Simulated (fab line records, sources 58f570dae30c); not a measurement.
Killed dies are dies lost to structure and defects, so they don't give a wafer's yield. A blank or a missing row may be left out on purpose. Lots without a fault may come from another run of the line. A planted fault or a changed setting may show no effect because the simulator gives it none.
fab line records | flow berkeley_cmos170
record lots=5 wafers=23
route steps=331 shown ZERO@13 PWELL@39 PFIELD@86 NVT@105 GATE@130 NLDD@166 NSD@191 M1@242
start_h: hours from the record's first day to the start of the lot's first wafer shown | wait_h: hours since the lot's step before | " the same as in the row above | L1.1+2: a row that stands for several wafers | - no value, or no start given | * or withheld: withheld | < > ~ a bound
route shown NAME@n: a module of which the file shows steps, and the number in the route of the first | usual: mean/standard deviation of fault-free wafers | same: alike in all rows | chamber/n: place in a boat | sites: the reading at each site | _std_site: their standard deviation | _edge_site: outer sites' mean less inner sites' | radius_mm: how far each site lies from the wafer's centre | mask NAME#n: copy n | behind: the tool/chamber that last shaped the wafer | hold: why the lot was held/for how many hours/how that ended | device: the transistor (n, p or np) that didn't switch | end of line: the same wafers' tests at the end of the route | a step without rows: its recipe alone | killed: dies lost to structure and defects at the first sort, not the wafer's yield | map: a wafer's dies, x killed, . not, _ none there
set.NAME: the setting as run; set.NAME@STEP: as run at that earlier step | model.NAME: the simulator's own value behind a step, which no gauge read
lots whose settings were changed on purpose; a table a step, a row a wafer
## steps
# step UCB170_ZERO_STRIP_07
# recipe chemistry=O2 power_w=400 pressure_mtorr=3500 platen_temp_c=withheld o2_flow_sccm=400 overash_fraction=0.5
# usual strip_time_to_endpoint_s=21.51/0.069
# columns lot.wafer tool chamber start_h wait_h set.o2_flow_sccm strip_time_to_endpoint_s
L076.1 plasma_asher-03 1 34.56 0.0 400 21.60
L076.2 " 0 " " 400 21.61
L076.3 " 1 " " 400 21.59
L077.2 plasma_asher-02 1 35.02 0.0 400 21.53
L077.3 " 1 " " 400 21.53
L077.4 " 0 " " 400 21.54
L077.5 " 1 " " 400 21.47
L077.6 " 0 " " 400 21.54
L080.1 plasma_asher-01 1 52.48 0.0 400 21.56
L080.2 " 0 " " 400 21.52
L080.3 " 0 " " 400 21.47
L080.4 " 1 " " 400 21.47
L080.6 " 1 " " 400 21.48
L083.1 plasma_asher-03 0 67.30 0.0 400 21.57
L083.2 " 1 " " 347.1 21.98
L083.4 " 0 " " 400 21.58
L083.5 " 0 " " 347.1 21.97
L083.6 " 1 " " 347.1 22.01
L084.1 plasma_asher-03 1 72.11 0.0 400 21.48
L084.2 " 0 " " 370.7 21.75
L084.4 " 1 " " 400 21.47
L084.5 " 1 " " 370.7 21.70
L084.6 " 0 " " 370.7 21.75
# step UCB170_PWELL_CVD_05
# recipe material=Si3N4 target_thk_nm=220 temp_c=800 precursor=SiH2Cl2/NH3 time_s=3300 pressure_mtorr=200 sih2cl2_flow_sccm=25 nh3_flow_sccm=75
# columns lot.wafer tool chamber start_h wait_h set.temp_c model.Si3N4_of_PWELL_CVD_05.thk_nm
L076.1 lpcvd-02 0 62.41 1.4 800 224.5
L076.2 " 0 " " 800 223.5
L076.3 " 0 " " 800 222.9
L077.2 - - - 1.4 790.8 182.8
L077.3 " - " " 790.8 182.6
L077.4 " - " " 790.8 181.9
L077.5 " - " " 790.8 183.2
L077.6 " - " " 790.8 184.5
L080.1 - - - 0.0 786.7 170.7
L080.2 " - " " 786.7 169.1
L080.3 " - " " 786.7 170.5
L080.4 " - " " 786.7 169.3
L080.6 " - " " 786.7 171.3
L083.1 - - - 0.0 800 222.5
L083.2+6 " - " " 800 223.7
L083.4 " - " " 800 222
L083.5 " - " " 800 220.6
L084.1 - - - 0.0 800 221.3
L084.2 " - " " 800 222.3
L084.4 " - " " 800 219
L084.5 " - " " 800 221.9
L084.6 " - " " 800 220.8
# step UCB170_PWELL_THK_MEAS_06
# recipe reads=Si3N4_of_PWELL_CVD_05
# usual PWELL_NITRIDE_THK=219.6/2.1
# columns lot.wafer tool chamber start_h wait_h set.temp_c@PWELL_CVD_05 PWELL_NITRIDE_THK[nm]
L076.1 film_metro-02 - 64.32 0.0 800 224.5
L076.2 " - " " 800 223.6
L076.3 " - " " 800 222.8
L077.2 film_metro-03 - - - 790.8 182.7
L077.3 " - " " 790.8 182.7
L077.4 " - " " 790.8 181.9
L077.5 " - " " 790.8 183.2
L077.6 " - " " 790.8 184.5
L080.1 film_metro-02 - - - 786.7 170.6
L080.2 " - " " 786.7 169.1
L080.3 " - " " 786.7 170.5
L080.4 " - " " 786.7 169.5
L080.6 " - " " 786.7 171.2
L083.1 film_metro-02 - - - 800 222.5
L083.2 " - " " 800 223.9
L083.4 " - " " 800 222.0
L083.5 " - " " 800 220.7
L083.6 " - " " 800 223.8
L084.1 film_metro-04 - - - 800 221.5
L084.2 " - " " 800 222.3
L084.4 " - " " 800 219.1
L084.5 " - " " 800 222.0
L084.6 " - " " 800 220.9
# step UCB170_PWELL_ETCH_14
# recipe chemistry=CH3F/Ar/O2 target=Si3N4 stop_on=SiO2 CH3F_flow_sccm=20 Ar_flow_sccm=50 O2_flow_sccm=7 pressure_mtorr=50 rf_w=450 target_depth_a=2420 over_etch_frac=0.1 time_s=151
# usual oes_product_au=0.948/0.019
# columns lot.wafer tool chamber start_h wait_h set.rf_w set.temp_c@PWELL_CVD_05 oes_product_au model.etch.depth_nm
L076.1 rie_diel-01 2 66.53 0.0 450 800 0.962 224.5
L076.2 " 1 " " 450 800 0.962 223.5
L076.3 " 0 " " 450 800 0.919 222.9
L077.2 rie_diel-03 3 66.59 0.0 450 790.8 0.855 182.8
L077.3 " 1 " " 450 790.8 0.851 182.6
L077.4 " 0 " " 450 790.8 0.869 181.9
L077.5 " 1 " " 450 790.8 0.856 183.2
L077.6 " 0 " " 450 790.8 0.873 184.5
L080.1 rie_diel-03 0 91.87 0.0 450 786.7 0.849 170.7
L080.2 " 2 " " 450 786.7 0.837 169.1
L080.3 " 1 " " 450 786.7 0.812 170.5
L080.4 " 3 " " 450 786.7 0.816 169.3
L080.6 " 2 " " 450 786.7 0.836 171.3
L083.1 rie_diel-01 1 103.17 0.0 450 800 0.956 222.5
L083.2 " 0 " " 450 800 0.925 223.7
L083.4 " 3 " " 481.5 800 0.938 222
L083.5 " 3 " " 450 800 0.929 220.6
L083.6 " 2 " " 481.5 800 0.965 223.7
L084.1 rie_diel-02 0 103.33 0.0 428.8 800 0.953 221.3
L084.2 " 2 " " 428.8 800 0.980 222.3
L084.4 " 3 " " 450 800 0.942 219
L084.5 " 2 " " 450 800 0.974 221.9
L084.6 " 3 " " 450 800 0.929 220.8
# step UCB170_PFIELD_IMPLANT_07
# recipe species=B dose_cm2=2e+13 energy_kev=80 tilt_deg=7
# columns lot.wafer tool chamber start_h wait_h set.energy_kev model.implant.rp_nm model.implant.drp_nm
L076.1+2+3 implanter-02 0 109.22 0.0 80 267.9 74.86
L077.2+5 implanter-04 0 109.48 0.0 81.52 261 75.53
L077.3+4+6 " 0 " " 80 256.9 74.86
L080.1+3+6 implanter-01 0 127.47 0.0 83.16 266.5 76.23
L080.2+4 " 0 " " 80 258.1 74.86
L083.1+5+6 implanter-02 0 144.22 0.0 80 272.3 74.86
L083.2+4 " 0 " " 82.44 279.2 75.92
L084.1+2+4+5+6 implanter-01 0 145.01 0.0 80 266 74.86
# step UCB170_NVT_COAT_01
# recipe resist=KrF spin_rpm=1500 resist_thk_nm=900
# columns lot.wafer tool chamber start_h wait_h set.spin_rpm model.KrF_of_NVT_COAT_01.thk_nm
L076.1 litho_track-02 0 149.64 0.1 1500 897.2
L076.2 " 0 " " 1500 894.4
L076.3 " 0 " " 1500 899.3
L077.2 litho_track-03 0 149.85 0.1 1500 903.2
L077.3 " 0 " " 1544 887.4
L077.4 " 0 " " 1544 888.7
L077.5 " 0 " " 1500 902.7
L077.6 " 0 " " 1500 899.3
L080.1 litho_track-03 0 176.78 0.1 1440 917.8
L080.2 " 0 " " 1440 920.1
L080.3 " 0 " " 1500 900.6
L080.4 " 0 " " 1500 902.5
L080.6 " 0 " " 1440 918.8
L083.1 litho_track-04 0 176.83 0.1 1500 899.6
L083.2 " 0 " " 1423 921.4
L083.4 " 0 " " 1423 921
L083.5 " 0 " " 1423 923.8
L083.6 " 0 " " 1500 899.2
L084.1 litho_track-03 0 177.23 0.1 1500 897.9
L084.2 " 0 " " 1500 897.8
L084.4 " 0 " " 1500 898.2
L084.5 " 0 " " 1500 898.4
L084.6 " 0 " " 1500 901.5
# step UCB170_NVT_SOFTBAKE_02
# recipe resist=KrF temp_c=130 time_s=60
# step UCB170_NVT_EXPOSE_03
# recipe mask_id=PWELL target_cd_nm=3000 na=0.5 sigma_outer=0.6 source_shape=conventional dose_mj=30
# step UCB170_NVT_IMPLANT_07
# recipe species=BF2 dose_cm2=3e+12 energy_kev=50.97 tilt_deg=7
# step UCB170_NVT_STRIP_08
# recipe chemistry=O2 power_w=400 pressure_mtorr=3500 platen_temp_c=withheld o2_flow_sccm=400 overash_fraction=0.5
# usual strip_time_to_endpoint_s=21.61/0.061
# columns lot.wafer tool chamber start_h wait_h set.spin_rpm@NVT_COAT_01 strip_time_to_endpoint_s
L076.1 plasma_asher-04 0 150.85 0.1 1500 21.57
L076.2 " 1 " " 1500 21.49
L076.3 " 0 " " 1500 21.61
L077.2 plasma_asher-03 1 151.19 0.2 1500 21.71
L077.3 " 0 " " 1544 21.33
L077.4 " 1 " " 1544 21.36
L077.5 " 1 " " 1500 21.69
L077.6 " 0 " " 1500 21.60
L080.1 plasma_asher-01 1 178.16 0.1 1440 22.05
L080.2 " 0 " " 1440 22.10
L080.3 " 1 " " 1500 21.65
L080.4 " 0 " " 1500 21.70
L080.6 " 1 " " 1440 22.07
L083.1 plasma_asher-03 1 178.29 0.1 1500 21.61
L083.2 " 0 " " 1423 22.14
L083.4 " 1 " " 1423 22.14
L083.5 " 1 " " 1423 22.20
L083.6 " 0 " " 1500 21.62
L084.1 plasma_asher-01 0 178.54 0.1 1500 21.56
L084.2 " 1 " " 1500 21.58
L084.4 " 1 " " 1500 21.58
L084.5 " 1 " " 1500 21.59
L084.6 " 0 " " 1500 21.66
# step UCB170_GATE_CVD_04
# recipe material=poly-Si temp_c=610 precursor=SiH4 time_s=1440 pressure_mtorr=375 target_thk_nm=214 sih4_flow_sccm=120
# columns lot.wafer tool chamber start_h wait_h set.sih4_flow_sccm model.poly-Si_of_GATE_CVD_04.thk_nm
L076.1 lpcvd-02 1 166.62 0.0 120 212
L076.2+3 " 1 " " 120 212.9
L077.2 - - - 0.0 125.7 223.3
L077.3 " - " " 125.7 224
L077.4 " - " " 125.7 222.7
L077.5 " - " " 125.7 224.8
L077.6 " - " " 125.7 222.4
L080.1 - - - 0.1 110.1 195.8
L080.2 " - " " 110.1 197.3
L080.3 " - " " 110.1 198
L080.4 " - " " 110.1 196.9
L080.6 " - " " 110.1 198.9
L083.1+6 - - - 0.1 114.9 205.3
L083.2 " - " " 114.9 204.3
L083.4 " - " " 114.9 205.8
L083.5 " - " " 114.9 205
L084.1+2+5 - - - 0.0 120 213.8
L084.4 " - " " 120 213.2
L084.6 " - " " 120 212.6
# step UCB170_GATE_THK_MEAS_05
# recipe reads=poly-Si_of_GATE_CVD_04
# usual GATE_POLY_THK=213.8/1.4
# columns lot.wafer tool chamber start_h wait_h set.sih4_flow_sccm@GATE_CVD_04 GATE_POLY_THK[nm]
L076.1 film_metro-04 - 168.02 0.0 120 211.9
L076.2 " - " " 120 212.9
L076.3 " - " " 120 212.9
L077.2 film_metro-02 - - - 125.7 223.4
L077.3 " - " " 125.7 224.0
L077.4 " - " " 125.7 222.6
L077.5 " - " " 125.7 224.8
L077.6 " - " " 125.7 222.5
L080.1 film_metro-02 - - - 110.1 195.8
L080.2 " - " " 110.1 197.2
L080.3 " - " " 110.1 197.9
L080.4 " - " " 110.1 197.1
L080.6 " - " " 110.1 198.8
L083.1 film_metro-04 - - - 114.9 205.2
L083.2 " - " " 114.9 204.3
L083.4 " - " " 114.9 205.8
L083.5 " - " " 114.9 205.0
L083.6 " - " " 114.9 205.2
L084.1 film_metro-01 - - - 120 213.6
L084.2 " - " " 120 213.9
L084.4 " - " " 120 213.3
L084.5 " - " " 120 213.6
L084.6 " - " " 120 212.5
# step UCB170_GATE_ETCH_14
# recipe chemistry=N2/H2 target_depth_a=withheld overetch_a=withheld target=BARC time_s=withheld source_w=500 bias_w=100 pressure_mtorr=30 n2_flow_sccm=100 h2_flow_sccm=200
# columns lot.wafer tool chamber start_h wait_h set.source_w
L076.1+2+3 rie_diel-02 3,1,2 169.65 0.0 500
L077.2+4+5 rie_diel-03 2,0,1 169.84 0.0 546.5
L077.3+6 " 3,2 " " 500
L080.1+2 rie_diel-02 0,3 190.68 0.0 500
L080.3+4+6 " 2,1,0 " " 477.9
L083.1+5+6 rie_diel-04 0,0,1 190.91 0.0 500
L083.2+4 " 3 " " 532.6
L084.1+2+4 rie_diel-03 0,3,1 194.91 0.0 534
L084.5+6 " 2,1 " " 500
# step UCB170_GATE_ETCH_15
# recipe chemistry=HBr/Cl2 target=poly-Si stop_on=SiO2 over_etch_frac=0.3 icp_w=300 bias_w=150 time_s=56.3 pressure_mtorr=15 HBr_flow_sccm=150 Cl2_flow_sccm=50 target_depth_a=2782
# columns lot.wafer tool chamber start_h wait_h set.sih4_flow_sccm@GATE_CVD_04 model.GATE.feature_depth_nm model.etch.depth_nm
L076.1 rie_si-01 3 169.69 - 120 212 212
L076.2+3 " 2,0 " " 120 212.9 212.9
L077.2 rie_si-02 2 169.89 - 125.7 223.3 223.3
L077.3 " 0 " " 125.7 224 224
L077.4 " 1 " " 125.7 222.8 222.7
L077.5 " 2 " " 125.7 224.8 224.8
L077.6 " 3 " " 125.7 222.4 222.4
L080.1 rie_si-02 2 190.72 - 110.1 195.8 195.8
L080.2 " 0 " " 110.1 197.3 197.3
L080.3 " 1 " " 110.1 198 198
L080.4 " 3 " " 110.1 196.9 196.9
L080.6 " 0 " " 110.1 198.9 198.9
L083.1+6 rie_si-01 0,3 190.96 - 114.9 205.3 205.3
L083.2 " 2 " " 114.9 204.3 204.3
L083.4 " 1 " " 114.9 205.8 205.8
L083.5 " 2 " " 114.9 205 205
L084.1+5 rie_si-02 2 194.96 - 120 213.8 213.8
L084.2 " 1 " " 120 213.9 213.8
L084.4 " 3 " " 120 213.2 213.2
L084.6 " 3 " " 120 212.6 212.6
# step UCB170_NLDD_IMPLANT_08
# recipe species=As dose_cm2=5e+13 energy_kev=30 tilt_deg=7 rotation_deg=0
# columns lot.wafer tool chamber start_h wait_h set.energy_kev model.implant.drp_nm
L076.1+2+3 implanter-04 0 172.90 0.0 30 9.611
L077.2+3+4 implanter-02 0 173.31 0.0 30 9.611
L077.5+6 " 0 " " 30.75 9.786
L080.1+4+6 implanter-01 0 195.76 0.0 28.84 9.339
L080.2+3 " 0 " " 30 9.611
L083.1+2+6 implanter-02 0 195.89 0.0 30 9.611
L083.4+5 " 0 " " 31.23 9.898
L084.1+4+6 implanter-04 0 199.12 0.0 28.82 9.335
L084.2+5 " 0 " " 30 9.611
# step UCB170_NSD_PEB_04
# recipe peb_temp_c=130 peb_time_s=withheld resist=KrF
# columns lot.wafer tool chamber start_h wait_h set.peb_temp_c
L076.1+2+3 litho_track-03 0 183.21 0.1 130
L077.2+5 litho_track-03 0 183.51 0.2 133.2
L077.3+4+6 " 0 " " 130
L083.1+6 litho_track-02 0 204.10 0.1 130
L083.2+4+5 " 0 " " 131.4
L080.1+2+3+4+6 litho_track-01 0 204.35 0.1 130
L084.1+4+5 litho_track-03 0 207.45 0.3 133.2
L084.2+6 " 0 " " 130
# step UCB170_NSD_DEVELOP_05
# recipe developer=TMAH develop_time_s=45 resist=KrF dev_temp_c=21
# columns lot.wafer tool chamber start_h wait_h set.develop_time_s
L076.1+2+3 litho_track-03 0 - - 45
L077.2+3+4+5+6 litho_track-03 0 - - 45
L083.1+5 litho_track-02 0 - - 45
L083.2+4+6 " 0 " " 46.99
L080.1+2+6 litho_track-01 0 - - 45
L080.3+4 " 0 " " 49.73
L084.1+2+4+5+6 litho_track-03 0 - - 45
# step UCB170_NSD_CD_MEAS_06
# recipe target_cd_nm=1200
# usual cd_nm=1200.2/1.8
# columns lot.wafer tool chamber start_h wait_h set.peb_temp_c@NSD_PEB_04 cd_nm
L076.1 cd_sem-02 - 183.49 - 130 1200.8
L076.2 " - " " 130 1201.7
L076.3 " - " " 130 1199.9
L077.2 cd_sem-01 - 183.78 - 133.2 1217.4
L077.3 " - " " 130 1198.2
L077.4 " - " " 130 1199.0
L077.5 " - " " 133.2 1217.0
L077.6 " - " " 130 1198.4
L083.1 cd_sem-01 - 204.38 - 130 1201.0
L083.2 " - " " 131.4 1211.7
L083.4 " - " " 131.4 1209.8
L083.5 " - " " 131.4 1209.2
L083.6 " - " " 130 1201.8
L080.1 cd_sem-02 - 204.62 - 130 1200.3
L080.2 " - " " 130 1200.2
L080.3 " - " " 130 1201.0
L080.4 " - " " 130 1203.1
L080.6 " - " " 130 1199.9
L084.1 cd_sem-02 - 207.73 - 133.2 1222.4
L084.2 " - " " 130 1204.6
L084.4 " - " " 133.2 1221.8
L084.5 " - " " 133.2 1221.8
L084.6 " - " " 130 1204.0
# step UCB170_NSD_IMPLANT_08
# recipe species=P dose_cm2=3e+15 energy_kev=40 tilt_deg=7
# step UCB170_SDANNEAL_RS_MEAS_05
# recipe thk_meas_gauge=four-point-probe
# usual NLDD_RS=618.0/1.4
# columns lot.wafer tool chamber start_h wait_h set.energy_kev@NLDD_IMPLANT_08 NLDD_RS[ohm/sq]
L076.1 film_metro-01 - 185.34 0.1 30 618.3
L076.2 " - " " 30 616.4
L076.3 " - " " 30 617.8
L077.2 film_metro-03 - 185.65 0.1 30 618.7
L077.3 " - " " 30 617.2
L077.4 " - " " 30 617.4
L077.5 " - " " 30.75 616.7
L077.6 " - " " 30.75 616.1
L083.1 film_metro-01 - 206.23 0.1 30 619.2
L083.2 " - " " 30 617.0
L083.4 " - " " 31.23 614.5
L083.5 " - " " 31.23 613.8
L083.6 " - " " 30 617.1
L080.1 film_metro-04 - 206.49 0.1 28.84 620.8
L080.2 " - " " 30 619.2
L080.3 " - " " 30 619.6
L080.4 " - " " 28.84 622.8
L080.6 " - " " 28.84 622.5
L084.1 film_metro-04 - 209.72 0.1 28.82 619.5
L084.2 " - " " 30 614.4
L084.4 " - " " 28.82 618.3
L084.5 " - " " 30 614.6
L084.6 " - " " 28.82 617.7
# step UCB170_M1_COAT_04
# recipe resist=KrF spin_rpm=1500 resist_thk_nm=900
# columns lot.wafer tool chamber start_h wait_h set.resist_thk_nm model.KrF_of_M1_COAT_04.thk_nm
L076.1 litho_track-04 0 - - 900 898
L076.2 " 0 " " 900 899.7
L076.3 " 0 " " 900 897.2
L077.2 litho_track-02 0 - - 900 895.1
L077.3 " 0 " " 900 894.6
L077.4 " 0 " " 900 893.4
L077.5 " 0 " " 900 896.1
L077.6 " 0 " " 900 893.1
L083.1 litho_track-04 0 - - 869.8 871.9
L083.2 " 0 " " 900 899.8
L083.4 " 0 " " 900 897.6
L083.5 " 0 " " 900 900.5
L083.6 " 0 " " 869.8 869
L080.1 litho_track-04 0 - - 880.2 877.5
L080.2 " 0 " " 900 897.2
L080.3 " 0 " " 880.2 879.6
L080.4 " 0 " " 900 900.7
L080.6 " 0 " " 900 897.4
L084.1 litho_track-02 0 - - 900 896.4
L084.2 " 0 " " 900 896.9
L084.4 " 0 " " 871.6 867.9
L084.5 " 0 " " 871.6 868.3
L084.6 " 0 " " 900 896.8
# step UCB170_M1_SOFTBAKE_05
# recipe resist=KrF temp_c=130 time_s=60
# columns lot.wafer tool chamber start_h wait_h set.time_s
L076.1+2+3 litho_track-04 0 - - 60
L077.2+5+6 litho_track-02 0 - - 60
L077.3+4 " 0 " " 63.1
L083.1+2+4 litho_track-04 0 - - 64.1
L083.5+6 " 0 " " 60
L080.1+2+3 litho_track-04 0 - - 55.38
L080.4+6 " 0 " " 60
L084.1+2+4+5+6 litho_track-02 0 - - 60
# step UCB170_M1_EXPOSE_06
# recipe mask_id=METAL1 target_cd_nm=700 na=0.5 sigma_outer=0.6 source_shape=conventional dose_mj=21
# step UCB170_M1_PEB_07
# recipe peb_temp_c=130 peb_time_s=withheld resist=KrF
# step UCB170_M1_DEVELOP_08
# recipe developer=TMAH develop_time_s=45 resist=KrF dev_temp_c=21
# columns lot.wafer tool chamber start_h wait_h set.resist_thk_nm@M1_COAT_04 model.KrF_of_M1_COAT_04.thk_nm
L076.1 litho_track-02 0 - - 900 883.8
L076.2 " 0 " " 900 885.5
L076.3 " 0 " " 900 883
L077.2 litho_track-01 0 - - 900 880.9
L077.3 " 0 " " 900 880.2
L077.4 " 0 " " 900 879
L077.5 " 0 " " 900 881.9
L077.6 " 0 " " 900 878.9
L083.1 litho_track-01 0 - - 869.8 857.5
L083.2 " 0 " " 900 885.4
L083.4 " 0 " " 900 883.1
L083.5 " 0 " " 900 886.3
L083.6 " 0 " " 869.8 854.8
L080.1 litho_track-02 0 - - 880.2 863.6
L080.2 " 0 " " 900 883.3
L080.3 " 0 " " 880.2 865.6
L080.4 " 0 " " 900 886.5
L080.6 " 0 " " 900 883.2
L084.1 litho_track-01 0 - - 900 882.2
L084.2 " 0 " " 900 882.7
L084.4 " 0 " " 871.6 853.7
L084.5 " 0 " " 871.6 854.1
L084.6 " 0 " " 900 882.6
## key
split step=UCB170_ZERO_STRIP_07 setting=o2_flow_sccm stated=400 by=wafer
response step=UCB170_ZERO_STRIP_07 reading=strip_time_to_endpoint_s change=* per=1% r=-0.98
split step=UCB170_PWELL_CVD_05 setting=temp_c stated=800 by=lot
response step=UCB170_PWELL_CVD_05 reading=model.Si3N4_of_PWELL_CVD_05.thk_nm change=+32 per=1% r=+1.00
response step=UCB170_PWELL_THK_MEAS_06 reading=PWELL_NITRIDE_THK change=+32.1 per=1% r=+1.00
response step=UCB170_PWELL_ETCH_14 reading=oes_product_au change=+0.0728 per=1% r=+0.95
response step=UCB170_PWELL_ETCH_14 reading=model.etch.depth_nm change=+32 per=1% r=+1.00
split step=UCB170_PWELL_ETCH_14 setting=rf_w stated=450 by=wafer
response none clear
split step=UCB170_PFIELD_IMPLANT_07 setting=energy_kev stated=80 by=wafer
response step=UCB170_PFIELD_IMPLANT_07 reading=model.implant.rp_nm change=+2.18 per=1% r=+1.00
response step=UCB170_PFIELD_IMPLANT_07 reading=model.implant.drp_nm change=+0.348 per=1% r=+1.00
split step=UCB170_NVT_COAT_01 setting=spin_rpm stated=1500 by=wafer
response step=UCB170_NVT_COAT_01 reading=model.KrF_of_NVT_COAT_01.thk_nm change=-4.43 per=1% r=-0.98
response step=UCB170_NVT_STRIP_08 reading=strip_time_to_endpoint_s change=* per=1% r=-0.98
split step=UCB170_GATE_CVD_04 setting=sih4_flow_sccm stated=120 by=lot
response step=UCB170_GATE_CVD_04 reading=model.poly-Si_of_GATE_CVD_04.thk_nm change=+1.99 per=1% r=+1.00
response step=UCB170_GATE_THK_MEAS_05 reading=GATE_POLY_THK change=+1.99 per=1% r=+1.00
response step=UCB170_GATE_ETCH_15 reading=model.GATE.feature_depth_nm change=+1.99 per=1% r=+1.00
response step=UCB170_GATE_ETCH_15 reading=model.etch.depth_nm change=+1.99 per=1% r=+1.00
split step=UCB170_GATE_ETCH_14 setting=source_w stated=500 by=wafer
response none clear
split step=UCB170_NLDD_IMPLANT_08 setting=energy_kev stated=30 by=wafer
response step=UCB170_NLDD_IMPLANT_08 reading=model.implant.drp_nm change=+0.0702 per=1% r=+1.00
response step=UCB170_SDANNEAL_RS_MEAS_05 reading=NLDD_RS change=-0.824 per=1% r=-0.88
split step=UCB170_NSD_PEB_04 setting=peb_temp_c stated=130 by=wafer
response step=UCB170_NSD_CD_MEAS_06 reading=cd_nm change=+7.44 per=1% r=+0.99
split step=UCB170_NSD_DEVELOP_05 setting=develop_time_s stated=45 by=wafer
response none clear
split step=UCB170_M1_COAT_04 setting=resist_thk_nm stated=900 by=wafer
response step=UCB170_M1_COAT_04 reading=model.KrF_of_M1_COAT_04.thk_nm change=+8.86 per=1% r=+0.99
response step=UCB170_M1_DEVELOP_08 reading=model.KrF_of_M1_COAT_04.thk_nm change=+8.84 per=1% r=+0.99
split step=UCB170_M1_SOFTBAKE_05 setting=time_s stated=60 by=wafer
response none clear
